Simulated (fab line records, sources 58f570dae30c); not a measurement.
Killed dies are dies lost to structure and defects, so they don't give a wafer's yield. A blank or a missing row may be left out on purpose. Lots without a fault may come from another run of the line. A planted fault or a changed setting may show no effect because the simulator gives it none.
Problem report in the 8D (eight disciplines) form, filled by code | flow berkeley_cmos170 | the parts of the form that need people (team, actions taken, sign-off) are left out

1. THE PROBLEM
run_length_s at UCB170_M1_METAL_ETCH_12 reads a mean of 148.4 s on 6 wafers of 2 lots; wafers without a fault read 158.5 s with a standard deviation of 1.3. That is -7.7 standard deviations from the usual mean.
The step: etches Al in Cl2/BCl3, stops on PSG, target depth 780 nm, time 130 s.
First seen on wafer L895.1, day 11 03:55, on rie_metal-01. The record holds 42 wafers of 14 lots with a number at this step. Rule for "out", or "out of limits": more than 4 standard deviations from the usual mean. The other wafers with a number count as sound.

2. WHAT IT IS AND WHAT IT IS NOT
question                    | is                           | is not
which readings at this step | run_length_s, oes_product_au | -
which lots                  | L895, L897                   | L880, L881, L882, L883, L886, L887, L888, L889, L890, L894, L902, L903
which wafers of those lots  | all that have a number       | -
read on which tools         | rie_metal-01                 | rie_metal-03, rie_metal-04
when                        | from day 11 03:55            | up to then (30 sound wafers); but 6 sound wafers of L902, L903 came after

3. SUSPECTS, AND WHAT RULES EACH OUT
Counting: a tool at a process step up to the reading stays a suspect if it ran every lot that is out and no sound lot after the first of them.
- rie_metal-01 at UCB170_M1_METAL_ETCH_12 (etches Al in Cl2/BCl3, stops on PSG, target depth 780 nm, time 130 s): kept. It ran every lot that is out, first L895 (day 11 03:55), and no sound lot after that; its last sound lot up to then is L888 (day 11 02:07). Its own readings are out on those wafers: oes_product_au, run_length_s.
Left after counting: rie_metal-01 at UCB170_M1_METAL_ETCH_12.

4. THE CAUSE (what the simulator had put in)
Process parameter drift: rie_metal-01, from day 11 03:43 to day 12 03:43, at UCB170_M1_METAL_ETCH_12. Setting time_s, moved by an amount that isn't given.
Counting left only this tool.

5. THE CHAIN OF EFFECTS, in route order
Each row: a reading whose mean over the struck wafers that have a number lies more than 3 standard deviations from the usual. Only readings for which the record gives a usual standard deviation are gone through. hours: the time from each lot's start at the first step in this table that gives one to its start at this step, as a median over the lots. sigmas: the change in usual standard deviations.
hours | step                    | reading        | usual      | on struck wafers | change | sigmas
0     | UCB170_M1_METAL_ETCH_12 | oes_product_au | 0.842 a.u. | 0.904            | +0.062 | +5.6
0     | UCB170_M1_METAL_ETCH_12 | run_length_s   | 158.5 s    | 148.4            | -10.1  | -7.7
The process steps in it:
- UCB170_M1_METAL_ETCH_12: etches Al in Cl2/BCl3, stops on PSG, target depth 780 nm, time 130 s.

6. WHAT WOULD HAVE CAUGHT IT SOONER
In this record the first reading out of limits was taken at day 11 03:55, 0 hours after the fault began at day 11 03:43.
